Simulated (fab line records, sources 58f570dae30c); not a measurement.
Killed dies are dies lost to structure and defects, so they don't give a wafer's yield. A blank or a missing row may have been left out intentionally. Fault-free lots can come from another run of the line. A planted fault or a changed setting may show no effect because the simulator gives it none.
Which tool was responsible? :: flow berkeley_cmos170 :: 14 lots (42 wafers sampled), 1 step of a 331-step route

## WHAT THE GAUGES SHOWED, per wafer
No reading from a measuring or inspecting step in the record can be judged against a usual standard deviation.

## TOOL THAT RAN EACH LOT (tool first, then ch and the chambers of the sampled wafers, then the start)
lot: L620
UCB170_PVT_DEVELOP_05: litho_track-02 ch 0, day 5 17:00

lot: L622
UCB170_PVT_DEVELOP_05: litho_track-01 ch 0, day 6 06:00

lot: L625
UCB170_PVT_DEVELOP_05: litho_track-04 ch 0, day 6 12:00

lot: L624
UCB170_PVT_DEVELOP_05: litho_track-01 ch 0, day 6 12:00

lot: L623
UCB170_PVT_DEVELOP_05: litho_track-02 ch 0, day 6 12:00

lot: L627
UCB170_PVT_DEVELOP_05: litho_track-02 ch 0, day 7 01:00

lot: L629
UCB170_PVT_DEVELOP_05: litho_track-01 ch 0, day 7 10:00

lot: L630
UCB170_PVT_DEVELOP_05: litho_track-04 ch 0, day 7 11:00

lot: L631
UCB170_PVT_DEVELOP_05: litho_track-04 ch 0, day 8 03:00

lot: L632
UCB170_PVT_DEVELOP_05: litho_track-04 ch 0, day 8 03:00

lot: L637
UCB170_PVT_DEVELOP_05: litho_track-02 ch 0, day 9 17:00

lot: L641
UCB170_PVT_DEVELOP_05: litho_track-01 ch 0, day 10 08:00

lot: L643
UCB170_PVT_DEVELOP_05: litho_track-04 ch 0, day 11 00:00

lot: L642
UCB170_PVT_DEVELOP_05: litho_track-04 ch 0, day 11 00:00
- UCB170_PVT_DEVELOP_05: develop time 45 s.

## WHAT THE TOOLS THEMSELVES READ (means of the sampled wafers that have a number; where no wafer has one, the mark that the record gives instead)
UCB170_PVT_DEVELOP_05. Usual: developer_temp_C reads 20.99 C (standard deviation 0.11).
lot: L620
tool: litho_track-02
developer_temp_C (C): 20.89
flag: 

lot: L622
tool: litho_track-01
developer_temp_C (C): 20.91
flag: 

lot: L625
tool: litho_track-04
developer_temp_C (C): 20.86
flag: 

lot: L624
tool: litho_track-01
developer_temp_C (C): 20.92
flag: 

lot: L623
tool: litho_track-02
developer_temp_C (C): 21.09
flag: 

lot: L627
tool: litho_track-02
developer_temp_C (C): 20.97
flag: 

lot: L629
tool: litho_track-01
developer_temp_C (C): 21.07
flag: 

lot: L630
tool: litho_track-04
developer_temp_C (C): 21.02
flag: 

lot: L631
tool: litho_track-04
developer_temp_C (C): 21.04
flag: 

lot: L632
tool: litho_track-04
developer_temp_C (C): 21.15
flag: 

lot: L637
tool: litho_track-02
developer_temp_C (C): 21.01
flag: 

lot: L641
tool: litho_track-01
developer_temp_C (C): 20.80
flag: 

lot: L643
tool: litho_track-04
developer_temp_C (C): 18.93
flag: OFF

lot: L642
tool: litho_track-04
developer_temp_C (C): 18.77
flag: OFF

## THE ANSWER, worked out from the rows above alone
Rule: lot off if the mean of its wafers having a number is beyond 3 standard deviations from the usual mean. A lot without any number at a reading at which 4 lots or more have one is off too. Any other lot the step has rows for is counted as sound. Order of review: gauges by route order, followed by the tools' own readings, for which a lot's mean as printed above is used. The first step at which some lot is off is used, and at that step the reading that is off furthest; a lot without a number counts as furthest.
Off at UCB170_PVT_DEVELOP_05 (developer_temp_C): L643, L642.
If a tool, at that step or one of the process steps before it, ran each lot that is off and ran no sound lot following the first of them, it fits. One candidate fits, namely litho_track-04 at UCB170_PVT_DEVELOP_05. Its last sound lot is L631 (day 8 03:00), its first lot that is off L643 (day 11 00:00): a fault that began between those two fits.
On the lots that are off, the tool's own readings at UCB170_PVT_DEVELOP_05 differ by more than 5 times the standard deviation of the sound lots' means, which bears it out; developer_temp_C reads 18.85 C there versus 20.98 C on the sound lots.

## WHAT THE SIMULATOR HAD INSERTED
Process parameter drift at UCB170_PVT_DEVELOP_05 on litho_track-04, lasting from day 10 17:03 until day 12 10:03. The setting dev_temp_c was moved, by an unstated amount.
Struck lots among those shown: L643, L642. This agrees with what the rule above found.
